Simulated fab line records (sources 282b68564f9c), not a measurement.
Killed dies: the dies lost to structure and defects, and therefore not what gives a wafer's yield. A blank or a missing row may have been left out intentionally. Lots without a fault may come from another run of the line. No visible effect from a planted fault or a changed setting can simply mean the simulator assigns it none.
Which tool was responsible? | flow rit-cmos | 14 lots, 42 wafers sampled, at 2 steps of a route of 202

== WHAT THE GAUGES SHOWED, per wafer ==
RIT_M1_CD_MEAS_90: target cd 2600 nm. Usual: 2599.9 nm for cd-nm, sd 2.7.
lot  | measured    | on        | cd-nm (nm)                                | flag
L413 | day 3 17:32 | cd-sem-02 | 2601.1 2599.9 2599.8                      |
L414 | day 3 22:31 | cd-sem-02 | 2601.1 2597.4 2599.2                      |
L416 | day 4 09:06 | cd-sem-02 | 2599.8 2598.9 2599.6                      |
L418 | day 4 19:02 | cd-sem-02 | 2597.6 2599.4 2601.4                      |
L419 | day 4 23:40 | cd-sem-02 | 2595.4 2597.9 2596.0                      |
L420 | day 5 05:30 | cd-sem-01 | 2606.3 2603.3 2601.7                      |
L421 | day 5 10:25 | cd-sem-02 | 2606.4 2604.8 2605.1                      |
L422 | day 5 13:41 | cd-sem-01 | 2602.1 2600.2 2602.1                      |
L428 | day 6 19:59 | cd-sem-02 | 2589.0 2587.1 2590.3 2589.3 2587.2 2590.3 | OFF
L429 | day 7 00:43 | cd-sem-02 | 2603.3 2600.6 2602.9                      |
L430 | day 7 07:27 | cd-sem-02 | 2585.8 2586.4 2586.9 2585.5 2586.3 2586.7 | OFF
L431 | day 7 15:45 | cd-sem-02 | 2600.9 2601.7 2601.9                      |
L432 | day 7 20:55 | cd-sem-02 | 2596.2 2593.6 2594.2                      |
L434 | day 8 04:15 | cd-sem-02 | 2603.2 2601.5 2604.3                      |

== WHAT TOOL EACH LOT RAN ON (gives the tool, then ch and the chambers of the sampled wafers, and finally the start) ==
lot  | RIT_M1_METAL_ETCH_12
L413 | rie-metal-01 ch 0,1, day 3 16:59
L414 | rie-metal-03 ch 0,1, day 3 22:01
L416 | rie-metal-01 ch 0,1, day 4 08:31
L418 | rie-metal-02 ch 0,1, day 4 18:32
L419 | rie-metal-01 ch 0,1, day 4 23:10
L420 | rie-metal-03 ch 0,1, day 5 05:00
L421 | rie-metal-02 ch 0,1, day 5 09:53
L422 | rie-metal-01 ch 0,1, day 5 13:11
L428 | rie-metal-01 ch 0,1, day 6 19:29
L429 | rie-metal-03 ch 0,1, day 7 00:12
L430 | rie-metal-01 ch 0,1, day 7 06:57
L431 | rie-metal-02 ch 0,1, day 7 15:13
L432 | rie-metal-03 ch 0,1, day 7 20:25
L434 | rie-metal-02 ch 1, day 8 03:43
- RIT_M1_METAL_ETCH_12: etches Al in Cl2/BCl3, stops on SiO2, time 165 s, target depth 600 nm.

== WHAT THE TOOLS THEMSELVES READ (means of the sampled wafers that have a number; where no wafer has one, the mark that the record gives instead) ==
RIT_M1_METAL_ETCH_12. Usual: bcl3-flow-sccm 50.00 sccm, standard deviation 0.16; drypump-motor-current-A 6.04 A, standard deviation 0.22; oes-product-au 0.776 a.u., standard deviation 0.014; throttle-valve-pct 8.30 %, standard deviation 0.11.
lot  | tool         | bcl3-flow-sccm (sccm) | drypump-motor-current-A (A) | oes-product-au (a.u.) | throttle-valve-pct (%) | flag
L413 | rie-metal-01 | 49.81                 | 5.96                        | 0.781                 | 8.24                   |
L414 | rie-metal-03 | 49.91                 | 6.00                        | 0.768                 | 8.27                   |
L416 | rie-metal-01 | 49.89                 | 6.01                        | 0.778                 | 8.23                   |
L418 | rie-metal-02 | 50.08                 | 5.98                        | 0.777                 | 8.38                   |
L419 | rie-metal-01 | 49.84                 | 6.01                        | 0.772                 | 8.23                   |
L420 | rie-metal-03 | 50.05                 | 5.99                        | 0.766                 | 8.27                   |
L421 | rie-metal-02 | 50.00                 | 6.18                        | 0.773                 | 8.45                   |
L422 | rie-metal-01 | 49.97                 | 6.03                        | 0.770                 | 8.23                   |
L428 | rie-metal-01 | 49.92                 | 5.99                        | 0.640                 | 8.27                   | OFF
L429 | rie-metal-03 | 49.89                 | 6.09                        | 0.772                 | 8.22                   |
L430 | rie-metal-01 | 50.00                 | 6.02                        | 0.636                 | 8.25                   | OFF
L431 | rie-metal-02 | 50.00                 | 6.00                        | 0.769                 | 8.39                   |
L432 | rie-metal-03 | 50.09                 | 6.10                        | 0.777                 | 8.23                   |
L434 | rie-metal-02 | 50.05                 | 6.40                        | 0.765                 | 8.54                   |

== THE ANSWER, worked out from the rows above alone ==
Rule: lot off if the mean of its wafers having a number is beyond 3 standard deviations from the usual mean. Also off: a lot with no number at a reading for which 4 or more lots have one. Any other lot the step has rows for is counted as sound. After the gauges, taken in route order, come the tools' own readings; for these a lot's mean is taken, as printed above. The first step at which some lot is off is used, and at that step the reading that is off furthest; a lot without a number counts as furthest.
Off: L428, L430, at RIT_M1_CD_MEAS_90 (cd-nm).
A tool fits if, at a process step before that reading, it ran every lot that is off, and no sound lot after the first of them. Not tried: the gauges at RIT_M1_CD_MEAS_90; whatever is off there is also off at RIT_M1_METAL_ETCH_12, on other tools, and gauge error can't account for it. One fits: RIT_M1_METAL_ETCH_12 on rie-metal-01. A fault onset in the window from L422 (day 5 13:11, its last sound lot) to L428 (day 6 19:29, its first lot off) fits.
On the lots that are off, the tool's own readings at RIT_M1_METAL_ETCH_12 differ by more than 5 times the standard deviation of the sound lots' means, which bears it out; oes-product-au reads 0.638 a.u. there versus 0.772 a.u. on the sound lots.

== WHAT HAD BEEN PUT IN BY THE SIMULATOR ==
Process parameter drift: rie-metal-01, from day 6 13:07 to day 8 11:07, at RIT_M1_METAL_ETCH_12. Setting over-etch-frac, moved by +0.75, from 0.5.
Lots struck among those shown: L428, L430. The same result came from the rule above.
